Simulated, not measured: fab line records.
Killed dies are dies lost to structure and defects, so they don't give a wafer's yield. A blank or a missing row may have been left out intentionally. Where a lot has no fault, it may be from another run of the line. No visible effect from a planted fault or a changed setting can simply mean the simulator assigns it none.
Comparing a struck lot with a sound one	flow rit_cmos	17 steps out of a route of 202
Sound: the wafers L575.2, L575.4, L575.5. Struck: wafers L586.1, L586.4, L586.6. The cause is given at the end.
At each step with rows: each side's tool, then ch and its chambers, then its first start. Under that, the readings that differ: sound wafers	struck wafers	difference of the means	sigmas: that difference in standard deviations of wafers without a fault.
alike: same words and numbers on both sides, and readings whose means sit less than 2 such deviations apart. not compared: any withheld reading, any reading some wafer has no value for, any bound like >300 that may hide the same value, and any number with overlapping values for which the record gives no deviation.
Wherever a step has rows on one side only, a row that says differs or no value, or a row with sigmas, the two part there. Numbers that have no deviation but don't overlap get no sigmas and don't part them. A reading missing from all wafers of one side parts the sides only when that side holds two or more wafers.

RIT_PWELL_TW_MEAS_10:
  sound on film_metro-02 at day 2 14:28; struck on film_metro-04 at day 4 22:24
  alike: PWELL_TW
then, 1 step without rows for these wafers: RIT_WELLDRIVE_ANNEAL_00 (time 14700 s).
RIT_WELLDRIVE_RS_MEAS_01: uses a four-point probe to measure.
  sound on film_metro-01 at day 2 19:38; struck on film_metro-04 at day 5 04:07
  alike: NWELL_RS
RIT_WELLDRIVE_RS_MEAS_02: uses a four-point probe to measure.
  sound on film_metro-01 at day 2 19:45; struck on film_metro-04 at day 5 04:14
  alike: PWELL_RS
then, 6 steps without rows for these wafers: RIT_NRETRO_HMDS_00 (prime time 60 s); RIT_NRETRO_COAT_01 (resist thk 1300 nm); RIT_NRETRO_SOFTBAKE_02 (time 60 s); RIT_NRETRO_EXPOSE_03 (exposes mask M4, target cd 43900 nm); RIT_NRETRO_PEB_04; RIT_NRETRO_DEVELOP_05 (develop time 68 s).
RIT_NRETRO_OVL_MEAS_06:
  sound on overlay-01 at day 2 20:44; struck on overlay-02 at day 5 05:14
  alike: NRETRO_OVL
then, 1 step without rows for these wafers: RIT_NRETRO_HARDBAKE_07 (time 120 s).
RIT_NRETRO_IMPLANT_08:
  sound on implanter-03 ch 0, day 2 21:02; struck on implanter-03 ch 0, day 5 05:32
reading	sound	struck	difference	sigmas
dose_ions_cm2	9.995e+12 1.0024e+13 1.0001e+13	7.804e+12 7.799e+12 7.795e+12	-2.207e+12	-99 or more
faraday_current_uA	30.0 31.8 31.4	24.5 24.7 23.9	-6.7	-12
RIT_NRETRO_STRIP_09: strips in O2, time 180 s.
  sound on plasma_asher-04 ch 0,1, day 2 21:10; struck on plasma_asher-04 ch 0,1, day 5 05:41
  alike: drypump_motor_current_A
  not compared: rf_hours_counter_h
RIT_NRETRO_TW_MEAS_10:
  sound on film_metro-03 at day 2 21:21; struck on film_metro-03 at day 5 05:51
reading	sound	struck	difference	sigmas
NRETRO_TW	1043 1041 1039	961 954 959	-83	-6
then, 1 step without rows for these wafers: RIT_PRETRO_HMDS_00 (prime time 60 s).
RIT_M1_PROBE_99:
  sound on prober-02 at day 4 04:16; struck on prober-01 at day 6 09:59
reading	sound	struck	difference	sigmas
model.etest.well_edge_right.line_ohm_um	182.7 181.6 183.1	183.2 186.1 184.6	+2.2	
model.etest.pmos_0p15.off_log10_a_um	-10.05 -9.725 -9.905	-10.34 -10.3 -10.4	-0.45	
model.etest.retro_edge_pmos.off_log10_a_um	-9.962 -9.652 -9.778	-10.35 -10.18 -10.26	-0.47	
  alike: killed_at_contacts, killed_at_front_end, killed_dies, killed_open, killed_short
  not compared: model.etest.pmos_narrow.drive_ua_um, model.etest.pmos_0p3.drive_ua_um, model.etest.well_edge_left.line_ohm_um, model.etest.pmos_narrow.off_log10_a_um, model.etest.pmos_0p3.off_log10_a_um

WHERE THEY PART
Last at RIT_NRETRO_TW_MEAS_10 as far as this record goes, first at RIT_NRETRO_IMPLANT_08. Later steps at which nothing parts them and some readings are alike: RIT_M1_PROBE_99.

WHY: what had been put in by the simulator
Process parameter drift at RIT_NRETRO_IMPLANT_08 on implanter-03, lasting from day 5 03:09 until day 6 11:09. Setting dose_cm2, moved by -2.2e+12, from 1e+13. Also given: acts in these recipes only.
